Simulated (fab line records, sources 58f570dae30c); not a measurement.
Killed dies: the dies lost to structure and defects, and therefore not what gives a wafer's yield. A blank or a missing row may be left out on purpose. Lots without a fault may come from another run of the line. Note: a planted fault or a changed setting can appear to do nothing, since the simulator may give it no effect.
Which tool did it? -- flow berkeley cmos170 -- Sampling: 7 lots, 21 wafers, 3 of 331 route steps

== WHAT THE GAUGES READ, wafer by wafer ==
UCB170_V2_BOW_MEAS_03.
lot,measured,on,V2_BOW (um)
L273,day 9 02:33,film metro-04,24 36 28
L274,day 9 19:20,film metro-04,41 30 40
L277,day 10 11:20,film metro-04,67 62 63
L278,day 10 18:42,film metro-03,41 37 36
L286,day 12 10:08,film metro-04,31 44 35
L287,day 13 00:58,film metro-03,32 38 39
L291,day 13 01:50,film metro-03,19 36 32

== EACH LOT AND THE TOOL THAT RAN IT (in order: tool; ch and the chambers of the sampled wafers; start) ==
lot,UCB170_M2_ETCH_17,UCB170_V2_CMP_02
L273,"rie diel-03 ch 0,1,2, day 9 01:34","cmp-02 ch 2,3, day 9 02:14"
L274,"rie diel-02 ch 2,3, day 9 18:10","cmp-01 ch 0,2,3, day 9 19:10"
L277,"rie diel-02 ch 0,1,3, day 10 10:22","cmp-01 ch 0,1,2, day 10 11:01"
L278,"rie diel-04 ch 0,1,2, day 10 17:41","cmp-02 ch 0,2,3, day 10 18:23"
L286,"rie diel-02 ch 0,1,2, day 12 09:00","cmp-02 ch 2,3, day 12 09:49"
L287,"rie diel-03 ch 2,3, day 13 00:00","cmp-01 ch 0,2,3, day 13 00:43"
L291,"rie diel-02 ch 0,1,2, day 13 00:50","cmp-01 ch 0,1,3, day 13 01:32"
- UCB170_M2_ETCH_17: etches BARC in N2/H2.
- UCB170_V2_CMP_02: polishes SiO2.

== THE ANSWER, worked out from the rows above alone ==
Rule: the lots themselves supply what counts as usual. Put in order of their means at a reading, lots are off if they are a third of the lots or fewer, leave a main group of 4 or more, and stand apart from it by a gap of 3 or more times the standard deviation of the main group's means; of several such gaps the widest counts. If all means in a main group match to the digits the tables above print for the reading, that group is not used. Also off: a lot with no number at a reading for which 4 or more lots have one. Where the step has rows for the other lots, those lots are counted as sound.
Off: L277, at UCB170_V2_BOW_MEAS_03 (V2_BOW). Main group: mean 34 um, sd 3.7.
If a tool, at a process step before that reading, ran all the lots that are off and no sound lot after the first of them, it fits. The gauges at UCB170_V2_BOW_MEAS_03 are tried like those tools. No candidate that was tried fits.

== WHAT THE SIMULATOR HAD PUT IN ==
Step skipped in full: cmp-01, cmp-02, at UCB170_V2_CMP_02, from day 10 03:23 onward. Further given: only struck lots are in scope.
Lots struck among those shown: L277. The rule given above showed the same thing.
